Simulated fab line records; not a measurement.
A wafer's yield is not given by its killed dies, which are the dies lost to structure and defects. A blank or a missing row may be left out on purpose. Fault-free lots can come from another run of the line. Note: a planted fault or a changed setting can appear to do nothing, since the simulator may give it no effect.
Problem report in the 8D (eight disciplines) form, filled by code + flow berkeley cmos170 + the parts of the form that need people (team, actions taken, sign-off) are left out

== 1. THE PROBLEM ==
Mean PSD_TW at UCB170_PSD_TW_MEAS_10: 30 over 6 wafers in 2 lots; fault-free wafers: 2338, standard deviation 16. That is -99 or more standard deviations from the usual mean.
Earliest sighting: wafer L221.4 on film metro-03 at day 8 08:08. Wafers with a number at this step in the record: 42, from 14 lots. Rule for "out" (also "out of limits"): further than 4 standard deviations from the usual mean. The other wafers with a number count as sound.

== 2. WHAT IT IS; WHAT IT IS NOT ==
| question                    | is                           | is not                                                                                             |
|-----------------------------|------------------------------|----------------------------------------------------------------------------------------------------|
| which readings at this step | PSD_TW                       | -                                                                                                  |
| which lots                  | L221, L222                   | L212, L213, L214, L215, L219, L220, L223, L231, L232, L233, L234, L235                             |
| which wafers of those lots  | all that have a number       | -                                                                                                  |
| read on which gauges        | film metro-02, film metro-03 | film metro-04                                                                                      |
| when                        | from day 8 08:08             | up to then (18 sound wafers); but 18 sound wafers of L223, L231, L232, L233, L234, L235 came after |

== 3. THE SUSPECTS, EACH WITH WHAT RULES IT OUT ==
Counting: a tool at any process step up to the reading remains a suspect when it ran all the lots that are out and ran no sound lot after the first of those.
- the gauge at UCB170_PSD_TW_MEAS_10: ruled out. 2 gauges (film metro-02, film metro-03) read the wafers that are out.
- plasma asher-02 at UCB170_NLDD_STRIP_10 (strips in O2): ruled out as a lasting fault. Following L221 (day 8 01:50), the first lot on it that is out, the sound lots L233, L232 were run on it.
- plasma asher-01 at UCB170_PSD_STRIP_09 (strips in O2): ruled out as a lasting fault. Following L221 (day 8 08:03), the first lot on it that is out, the sound lots L232 were run on it.
Left after counting: nothing in the record.

== 4. THE CAUSE (what the simulator had put in) ==
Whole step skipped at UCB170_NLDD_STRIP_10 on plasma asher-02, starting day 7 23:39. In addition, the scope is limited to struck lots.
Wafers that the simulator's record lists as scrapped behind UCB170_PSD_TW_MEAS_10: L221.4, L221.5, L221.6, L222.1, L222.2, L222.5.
The count ruled it out by mistake, since the rule takes a fault to strike every lot its tool runs from the start of the fault on, and this one did not do so.

== 5. THE EFFECT CHAIN, in route order ==
Rows list readings where the struck wafers' mean (over those with a number) sits beyond 3 standard deviations from the usual. Scope: only readings with a usual standard deviation given in the record; hours: median across lots of the time from each lot's start at the first step in this table that gives one to its start at this step; sigmas: change in usual standard deviations.
| hours | step                  | reading                  | usual      | on struck wafers | change | sigmas      |
|-------|-----------------------|--------------------------|------------|------------------|--------|-------------|
| 0     | UCB170_PSD_STRIP_09   | oes product au           | 0.600 a.u. | 0.665            | +0.065 | +14         |
| 0     | UCB170_PSD_STRIP_09   | strip time to endpoint s | 29.38 s    | 55.53            | +26.15 | +99 or more |
| 0     | UCB170_PSD_TW_MEAS_10 | PSD_TW                   | 2338       | 30               | -2308  | -99 or more |
Here are the process steps it includes:
- UCB170_PSD_STRIP_09: strips in O2.
Readings that are blank on the struck wafers while sound wafers have them: chamber pressure mTorr at UCB170_NLDD_STRIP_10; drypump motor current A at UCB170_NLDD_STRIP_10; oes product au at UCB170_NLDD_STRIP_10; strip time to endpoint s at UCB170_NLDD_STRIP_10.

== 6. WHAT WOULD HAVE CAUGHT IT SOONER ==
Counted from the fault's start at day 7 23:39, it took 8 hours until the first out-of-limits reading at a measuring or inspecting step in this record, taken at day 8 08:08.
At UCB170_NLDD_STRIP_10 the tool's readings are blank on the struck wafers, where sound wafers have them: an empty tool record is the first sign, and it was there at once.
